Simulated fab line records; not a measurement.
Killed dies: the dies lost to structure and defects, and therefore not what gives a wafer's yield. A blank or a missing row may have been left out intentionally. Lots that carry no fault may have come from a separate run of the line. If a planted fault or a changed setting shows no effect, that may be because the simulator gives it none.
Matching of chambers | flow berkeleyCmos170 | 4 sister chambers for UCB170_M2_ETCH_17 on rieDiel-02
The step etches BARC in N2/H2. 7 wafers are shown with their chamber, then 8 later ones without.

WAFERS, EACH WITH ITS CHAMBER
wafer  | chamber | throttleValvePct (%) | drypumpMotorCurrentA (A)
L646.3 | 1       | 13.18                | 6.2
L648.5 | 0       | 13.20                | 6.3
L650.4 | 2       | 12.90                | 5.9
L651.4 | 0       | 13.20                | 6.3
L651.5 | 2       | 12.90                | 5.9
L651.6 | 3       | 13.46                | 6.5
L654.3 | 3       | 13.47                | 6.4

WAFERS WITH NO CHAMBER GIVEN
wafer  | throttleValvePct (%) | drypumpMotorCurrentA (A)
L654.5 | 12.91                | 5.9
L654.6 | 13.46                | 6.4
L663.1 | 13.47                | 6.5
L663.3 | 13.20                | 6.3
L663.5 | 13.21                | 6.3
L667.2 | 13.20                | 6.3
L667.4 | 13.46                | 6.4
L667.6 | 13.16                | 6.2

EACH ONE'S CHAMBER
wafer  | from the rows above | in truth
L654.5 | 2                   | 2
L654.6 | 3                   | 3
L663.1 | 3                   | 3
L663.3 | 0                   | 0
L663.5 | 0                   | 0
L667.2 | 0                   | 0
L667.4 | 3                   | 3
L667.6 | 1                   | 1
Correct placement for 8 of the 8. Can't be placed from these rows: 0. 0 placed wrongly.
How it was worked out, from the rows above alone: a wafer's distance from a chamber is the root of the sum, over the readings, of the square of ((its reading less the chamber's mean) divided by the reading's scatter). The wafer belongs to the nearest chamber; if the next one is less than 2 further off, it can't be placed. For every chamber, the mean is computed from those of its wafers that are shown. How the scatter is found: for the shown wafers, subtract from each reading the mean of its chamber, square and add these, divide the total by (wafers less chambers), then take the root.
